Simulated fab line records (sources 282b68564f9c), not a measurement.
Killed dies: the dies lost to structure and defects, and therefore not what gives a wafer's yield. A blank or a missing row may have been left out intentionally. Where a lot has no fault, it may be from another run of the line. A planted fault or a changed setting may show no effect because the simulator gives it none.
A lot that was struck, set against a sound lot + flow ritCmos + 30 out of 202 route steps
Sound: these wafers, L526.2, L526.4, L526.5. The struck wafers were L535.1, L535.3, L535.4. At the end, the cause is stated.
For every step that has rows: the tool of each side, followed by ch and its chambers, followed by its first start. Under that, the readings that differ: sound wafers + struck wafers + difference of the means + sigmas: that difference in standard deviations of wafers without a fault.
alike: same words and numbers on both sides, and readings whose means sit less than 2 such deviations apart. not compared: any withheld reading, any reading some wafer has no value for, any bound like >300 that may hide the same value, and any number with overlapping values for which the record gives no deviation.
The two part at a step that has a row with sigmas, a row that says differs or no value, or rows on one side only. Numbers that don't overlap but have no deviation are shown without sigmas and don't part them. A reading that every wafer of one side lacks parts them only if that side has two wafers or more.

RIT_FOX2_THK_MEAS_01:
  struck on filmMetro-01, day 5 03:13; sound on filmMetro-01, day 3 05:47
  alike: FOX2_OXIDE_THK
then, 2 steps without rows for these wafers: RIT_FOX2_CLEAN_02 (cleans in dHF, time 180 s); RIT_FOX2_WET_ETCH_03 (etches Si3N4 in H3PO4, target depth 195 nm, time 2700 s).
RIT_FOX2_THK_MEAS_90:
  struck on filmMetro-01, day 5 04:05; sound on filmMetro-02, day 3 06:40
  alike: FIELD_OXIDE_LEFT_1_THK
then, 6 steps without rows for these wafers: RIT_NWELL_HMDS_00 (prime time 60 s); RIT_NWELL_COAT_01 (resist thk 1300 nm); RIT_NWELL_SOFTBAKE_02 (time 60 s); RIT_NWELL_EXPOSE_03 (exposes mask M2, target cd 43900 nm); RIT_NWELL_PEB_04; RIT_NWELL_DEVELOP_05 (develop time 68 s).
RIT_NWELL_OVL_MEAS_06:
  struck on overlay-01, day 5 05:02; sound on overlay-01, day 3 07:43
  alike: NWELL_OVL
then, 1 step without rows for these wafers: RIT_NWELL_HARDBAKE_07 (time 120 s).
RIT_NWELL_IMPLANT_08:
  sound on implanter-01 ch 0, day 3 08:02; struck on implanter-02 ch 0, day 5 05:19
| reading          | sound                         | struck                       | difference | sigmas      |
|------------------|-------------------------------|------------------------------|------------|-------------|
| doseIonsCm2      | 4.995e+13 4.996e+13 4.995e+13 | 7.438e+13 7.443e+13 7.44e+13 | +2.445e+13 | +99 or more |
| faradayCurrentUA | 155 152 154                   | 231 240 241                  | +84        | +27         |
  alike: endStationPressureTorr
RIT_NWELL_STRIP_09: strips in O2, time 180 s.
  sound on plasmaAsher-04 ch 0,1, day 3 08:09; struck on plasmaAsher-03 ch 0,1, day 5 05:28
  alike: drypumpMotorCurrentA
  not compared: rfHoursCounterH
RIT_NWELL_TW_MEAS_10:
  struck on filmMetro-02, day 5 05:38; sound on filmMetro-01, day 3 08:20
| reading  | sound          | struck         | difference | sigmas |
|----------|----------------|----------------|------------|--------|
| NWELL_TW | 2166 2154 2161 | 2421 2408 2413 | +254       | +14    |
then, 6 steps without rows for these wafers: RIT_PWELL_HMDS_00 (prime time 60 s); RIT_PWELL_COAT_01 (resist thk 1300 nm); RIT_PWELL_SOFTBAKE_02 (time 60 s); RIT_PWELL_EXPOSE_03 (exposes mask M3, target cd 43700 nm); RIT_PWELL_PEB_04; RIT_PWELL_DEVELOP_05 (develop time 68 s).
RIT_PWELL_OVL_MEAS_06:
  struck on overlay-02, day 5 06:35; sound on overlay-02, day 3 09:24
  alike: PWELL_OVL
then, 2 steps without rows for these wafers: RIT_PWELL_HARDBAKE_07 (time 120 s); RIT_PWELL_IMPLANT_08.
RIT_PWELL_STRIP_09: strips in O2, time 180 s.
  sound on plasmaAsher-01 ch 1, day 3 09:50; struck on plasmaAsher-03 ch 0,1, day 5 07:01
  alike: drypumpMotorCurrentA
  not compared: rfHoursCounterH
RIT_PWELL_TW_MEAS_10:
  struck on filmMetro-04, day 5 07:11; sound on filmMetro-02, day 3 10:01
  alike: PWELL_TW
then, 1 step without rows for these wafers: RIT_WELLDRIVE_ANNEAL_00 (time 14700 s).
RIT_WELLDRIVE_RS_MEAS_01: the measuring method here is four-point-probe.
  struck on filmMetro-01, day 5 12:58; sound on filmMetro-01, day 3 15:10
| reading           | sound             | struck            | difference | sigmas |
|-------------------|-------------------|-------------------|------------|--------|
| NWELL_RS (ohm/sq) | 275.5 275.5 276.2 | 216.7 216.9 217.3 | -58.8      | -86    |
RIT_WELLDRIVE_RS_MEAS_02: the measuring method here is four-point-probe.
  struck on filmMetro-01, day 5 13:05; sound on filmMetro-01, day 3 15:17
  alike: PWELL_RS
RIT_M1_PROBE_99:
  struck on prober-01, day 6 18:22; sound on prober-02, day 4 20:38
| reading                             | sound             | struck            | difference | sigmas |
|-------------------------------------|-------------------|-------------------|------------|--------|
| model.etest.pmos_0p3.rOnOhmUm       | 6364 6298 6355    | 6971 6748 6808    | +503       |        |
| model.etest.pmosTurned.rOnOhmUm     | 3525 3439 3508    | 3793 3642 3782    | +248       |        |
| model.etest.pmos_0p15.rOnOhmUm      | 2841 2762 2857    | 3061 2872 2987    | +153       |        |
| model.etest.nwellPinched.rsOhmSq    | 347.3 336.4 339.9 | 269.9 263.2 262.7 | -75.9      |        |
| model.etest.wellEdgeRight.lineOhmUm | 182.3 181.7 180.6 | 139.5 140.4 137.2 | -42.5      |        |
| model.etest.wellEdgeLeft.lineOhmUm  | 181.9 183 181.1   | 139.5 137.2 140.5 | -42.9      |        |
| model.etest.pmos_0p15.driveUaUm     | 253.9 258 250     | 221.1 231.2 225   | -28.2      |        |
| model.etest.pmosTurned.driveUaUm    | 189.6 189.4 186.8 | 163.4 170.4 160.6 | -23.8      |        |
  alike: killedAtContacts, killedAtFrontEnd, killedDies, killedOpen, killedShort

## WHERE THEY PART
Last at RIT_WELLDRIVE_RS_MEAS_01 as far as this record goes, first at RIT_NWELL_IMPLANT_08. Later steps at which nothing parts them and some readings are alike: RIT_WELLDRIVE_RS_MEAS_02, RIT_M1_PROBE_99.

WHY: what the simulator had put in
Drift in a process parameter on implanter-02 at RIT_NWELL_IMPLANT_08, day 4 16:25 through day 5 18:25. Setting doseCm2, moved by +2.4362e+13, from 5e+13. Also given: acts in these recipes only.
